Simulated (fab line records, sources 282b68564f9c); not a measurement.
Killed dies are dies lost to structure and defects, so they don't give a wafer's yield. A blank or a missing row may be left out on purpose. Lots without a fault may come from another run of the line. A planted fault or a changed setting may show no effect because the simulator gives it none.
A struck lot beside a sound one | flow rit_cmos | 44 steps out of a route of 202
Sound: wafers L658.1, L658.4, L658.5. Struck: wafers L675.1, L675.2, L675.6. The cause comes at the end.
At each step with rows: each side's tool, then ch and its chambers, then its first start. Under that, the readings that differ: sound wafers | struck wafers | difference of the means | sigmas: that difference in standard deviations of wafers without a fault.
alike: readings whose means differ by less than 2 such deviations, and words and numbers that are the same on both sides. not compared: withheld readings, readings that some wafer has no value for, bounds like >300 that may hide the same value, and numbers for which the record gives no deviation and whose values overlap.
The two part at a step that has a row with sigmas, a row that says differs or no value, or rows on one side only. Numbers that don't overlap but have no deviation are shown without sigmas and don't part them. A reading that every wafer of one side lacks parts them only if that side has two wafers or more.

first, 1 step without rows for these wafers: RIT_PRETRO_IMPLANT_08.
RIT_PRETRO_STRIP_09: strips in O2, time 180 s.
  sound on plasma_asher-02 ch 0,1, day 2 14:57; struck on plasma_asher-04 ch 0,1, day 6 02:17
  alike: drypump_motor_current_A
  not compared: rf_hours_counter_h
RIT_PRETRO_TW_MEAS_10:
  sound on film_metro-02, day 2 15:08; struck on film_metro-02, day 6 02:27
  alike: PRETRO_TW
then, 5 steps without rows for these wafers: RIT_GATE_WET_ETCH_00 (etches SiO2 in BOE, target depth 56 nm, time 60 s); RIT_GATE_CLEAN_01 (cleans in SC1, time 600 s); RIT_GATE_CLEAN_02 (cleans in dHF, time 30 s); RIT_GATE_CLEAN_03 (cleans in SC2, time 600 s); RIT_GATE_CLEAN_04 (cleans in dHF, time 60 s).
RIT_FOX2_THK_MEAS_91:
  sound on film_metro-02, day 2 15:37; struck on film_metro-03, day 6 02:56
  alike: FIELD_OXIDE_LEFT_2_THK
then, 2 steps without rows for these wafers: RIT_GATE_OXIDATION_05 (target thk 3 nm, ox time 270 s); RIT_GATE_ANNEAL_06 (time 600 s).
RIT_GATE_THK_MEAS_07:
  sound on film_metro-01, day 2 17:33; struck on film_metro-02, day 6 05:11
  alike: GATE_OXIDE_THK
RIT_GATE_CVD_08: deposits poly-Si from SiH4, target thk 250 nm, time 2220 s.
  sound on lpcvd-01 ch 0, day 2 17:37; struck on lpcvd-01 ch 1, day 6 05:15
  reading                                  | sound             | struck            | difference | sigmas
  model.poly-Si_of_GATE_CVD_08.thk_nm (nm) | 254.9 252.6 254.9 | 122.8 122.8 122.6 | -131.4     |
RIT_GATE_THK_MEAS_09:
  sound on film_metro-02, day 2 19:13; struck on film_metro-02, day 6 06:52
  reading            | sound             | struck            | difference | sigmas
  GATE_POLY_THK (nm) | 255.0 252.5 255.0 | 122.8 122.8 122.7 | -131.4     | -66
then, 6 steps without rows for these wafers: RIT_GATE_HMDS_10 (prime time 60 s); RIT_GATE_COAT_11 (resist thk 850 nm); RIT_GATE_SOFTBAKE_12 (time 60 s); RIT_GATE_EXPOSE_13 (exposes mask M6, target cd 150 nm); RIT_GATE_PEB_14; RIT_GATE_DEVELOP_15 (develop time 50 s).
RIT_GATE_CD_MEAS_16: target cd 150 nm.
  sound on cd_sem-01, day 2 20:16; struck on cd_sem-02, day 6 07:54
  alike: cd_nm
RIT_GATE_OVL_MEAS_17:
  sound on overlay-02, day 2 20:23; struck on overlay-01, day 6 08:01
  alike: GATE_OVL
then, 1 step without rows for these wafers: RIT_GATE_HARDBAKE_18 (time 60 s).
RIT_GATE_ETCH_19: etches poly-Si in SF6/CHF3/O2, stops on SiO2, time 165 s, target depth 312.5 nm.
  sound on rie_si-02 ch 0,1,2, day 2 20:34; struck on rie_si-01 ch 1,3, day 6 08:12
  reading                          | sound             | struck            | difference | sigmas
  oes_product_au (a.u.)            | 0.861 0.855 0.850 | 0.553 0.550 0.557 | -0.302     | -23
  model.etch.depth_nm (nm)         | 254.9 252.6 254.9 | 122.8 122.8 122.6 | -131.4     |
  model.GATE.feature_depth_nm (nm) | 254.9 252.6 254.9 | 122.8 122.8 122.6 | -131.4     |
  alike: drypump_motor_current_A, throttle_valve_pct
  not compared: rf_hours_counter_h
RIT_GATE_STRIP_20: strips in O2, time 180 s.
  sound on plasma_asher-04 ch 0,1, day 2 20:40; struck on plasma_asher-04 ch 0,1, day 6 08:19
  alike: drypump_motor_current_A
  not compared: rf_hours_counter_h
RIT_GATE_CD_MEAS_90: target cd 150 nm.
  sound on cd_sem-02, day 2 20:51; struck on cd_sem-02, day 6 08:29
  alike: cd_nm
then, 4 steps without rows for these wafers: RIT_REOX_CLEAN_00 (cleans in SC1, time 600 s); RIT_REOX_CLEAN_01 (cleans in dHF, time 30 s); RIT_REOX_CLEAN_02 (cleans in SC2, time 600 s); RIT_REOX_OXIDATION_03 (target thk 25.2 nm, ox time 5580 s).
RIT_REOX_THK_MEAS_04:
  sound on film_metro-02, day 2 23:53; struck on film_metro-01, day 6 12:59
  alike: REOX_OXIDE_THK
then, 6 steps without rows for these wafers: RIT_NLDD_HMDS_00 (prime time 60 s); RIT_NLDD_COAT_01 (resist thk 1000 nm); RIT_NLDD_SOFTBAKE_02 (time 60 s); RIT_NLDD_EXPOSE_03 (exposes mask M7, target cd 40700 nm); RIT_NLDD_PEB_04; RIT_NLDD_DEVELOP_05 (develop time 51.21 s).
RIT_NLDD_OVL_MEAS_06:
  sound on overlay-01, day 3 00:47; struck on overlay-01, day 6 14:01
  alike: NLDD_OVL
then, 2 steps without rows for these wafers: RIT_NLDD_HARDBAKE_07 (time 60 s); RIT_NLDD_IMPLANT_08.
RIT_NLDD_STRIP_09: strips in O2, time 180 s.
  sound on plasma_asher-04 ch 0,1, day 3 01:08; struck on plasma_asher-03 ch 0,1, day 6 14:22
  alike: drypump_motor_current_A
  not compared: rf_hours_counter_h
RIT_NLDD_TW_MEAS_10:
  sound on film_metro-03, day 3 01:18; struck on film_metro-03, day 6 14:32
  alike: NLDD_TW
RIT_SDANNEAL_CLEAN_02: cleans in SC2, time 600 s.
  sound on wet_bench-01 ch 2, day 3 08:28; struck on wet_bench-04 ch 2, day 6 22:58
  reading                                  | sound             | struck            | difference | sigmas
  model.poly-Si_of_GATE_CVD_08.thk_nm (nm) | 168.4 165.4 168.2 | 37.09 36.27 36.01 | -130.88    |
  alike: bath_guard_temp_C
RIT_M1_PROBE_99:
  sound on prober-01, day 3 16:13; struck on prober-02, day 7 06:41
  alike: killed_at_front_end, killed_dies, killed_on_rim, killed_open, killed_short

WHERE THEY PART
First at RIT_GATE_THK_MEAS_09; last, within this record, at RIT_GATE_ETCH_19. Later steps at which nothing parts them and some readings are alike: RIT_GATE_STRIP_20, RIT_GATE_CD_MEAS_90, RIT_REOX_THK_MEAS_04, RIT_NLDD_OVL_MEAS_06, RIT_NLDD_STRIP_09, RIT_NLDD_TW_MEAS_10, RIT_SDANNEAL_CLEAN_02, RIT_M1_PROBE_99.

WHY: what the simulator had put in
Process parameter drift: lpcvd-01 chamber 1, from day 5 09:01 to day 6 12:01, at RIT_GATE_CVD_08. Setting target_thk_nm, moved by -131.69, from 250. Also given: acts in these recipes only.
